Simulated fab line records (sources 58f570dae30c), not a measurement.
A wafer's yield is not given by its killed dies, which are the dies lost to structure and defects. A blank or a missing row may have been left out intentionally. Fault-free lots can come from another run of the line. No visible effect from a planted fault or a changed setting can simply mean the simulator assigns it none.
Lot-split experiment + flow berkeley cmos170 + on a route of 331 steps: 5 lots, 23 wafers read

== THE SPLIT ==
At UCB170_SACOX_OXIDATION_01 (target thk 14.4 nm, ox time 2400 s), the setting ox time s was moved away from the recipe's 2400 s on 15 of the 23 wafers read, by -13.0% to +13.2%. This setting was run at the recipe's value on the other wafers.

Split to reading: the file shows no intervening step.

== THE READING ==
At UCB170_SACOX_THK_MEAS_02: SACOX_OXIDE_THK, given in nm. Typical for fault-free wafers on this fab line: 14.46 nm, with standard deviation 0.19 nm.

| wafer  | tool, chamber at the split | ox time s as run, s | against the recipe | SACOX_OXIDE_THK, nm | against lot-mates on the recipe |
|--------|----------------------------|---------------------|--------------------|---------------------|---------------------------------|
| L074.1 | -, -                       | 2087                | -13.0%             | 13.05               | no lot-mate on the recipe       |
| L074.2 | -, -                       | 2087                | -13.0%             | 13.06               | no lot-mate on the recipe       |
| L074.3 | -, -                       | 2087                | -13.0%             | 12.76               | no lot-mate on the recipe       |
| L074.5 | -, -                       | 2087                | -13.0%             | 12.79               | no lot-mate on the recipe       |
| L074.6 | -, -                       | 2087                | -13.0%             | 12.98               | no lot-mate on the recipe       |
| L076.2 | -, -                       | 2523                | +5.1%              | 15.12               | no lot-mate on the recipe       |
| L076.3 | -, -                       | 2523                | +5.1%              | 15.06               | no lot-mate on the recipe       |
| L076.4 | -, -                       | 2523                | +5.1%              | 14.94               | no lot-mate on the recipe       |
| L076.5 | -, -                       | 2523                | +5.1%              | 15.15               | no lot-mate on the recipe       |
| L076.6 | -, -                       | 2523                | +5.1%              | 15.34               | no lot-mate on the recipe       |
| L083.1 | -, -                       | 2716                | +13.2%             | 15.64               | no lot-mate on the recipe       |
| L083.3 | -, -                       | 2716                | +13.2%             | 15.55               | no lot-mate on the recipe       |
| L083.4 | -, -                       | 2716                | +13.2%             | 15.41               | no lot-mate on the recipe       |
| L083.5 | -, -                       | 2716                | +13.2%             | 15.68               | no lot-mate on the recipe       |
| L083.6 | -, -                       | 2716                | +13.2%             | 15.74               | no lot-mate on the recipe       |
| L084.1 | furnace-01, 0              | 2400                | recipe             | 14.16               | -                               |
| L084.3 | furnace-01, 0              | 2400                | recipe             | 14.29               | -                               |
| L084.6 | furnace-01, 0              | 2400                | recipe             | 14.43               | -                               |
| L085.1 | -, -                       | 2400                | recipe             | 14.64               | -                               |
| L085.2 | -, -                       | 2400                | recipe             | 14.51               | -                               |
| L085.4 | -, -                       | 2400                | recipe             | 14.69               | -                               |
| L085.5 | -, -                       | 2400                | recipe             | 14.61               | -                               |
| L085.6 | -, -                       | 2400                | recipe             | 14.54               | -                               |

THE FIT
A straight line over all 23 wafers: SACOX_OXIDE_THK changes by +0.105 nm for each +1% of ox time s; r = +0.98; the points scatter about the line by 0.21 nm.
Too few moved wafers with a lot-mate on the recipe to fit a line net of each lot's own level.

== THE WHOLE CHAIN: every reading that the file lists as answering this split, in the file's order ==
| step                      | what it does                       | reading                                                                            | change (the file's fit)               | r (the file's) |
|---------------------------|------------------------------------|------------------------------------------------------------------------------------|---------------------------------------|----------------|
| UCB170_SACOX_OXIDATION_01 | target thk 14.4 nm, ox time 2400 s | SiO2_of_SACOX_OXIDATION_01.thk nm (the simulator's own value, which no gauge read) | +0.106 nm for each +1% of the setting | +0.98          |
| UCB170_SACOX_THK_MEAS_02  |                                    | SACOX_OXIDE_THK                                                                    | +0.105 for each +1% of the setting    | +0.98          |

== THE FILE'S OWN FIT ==
SACOX_OXIDE_THK changes by +0.105 nm for each +1% of ox time s, r = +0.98.
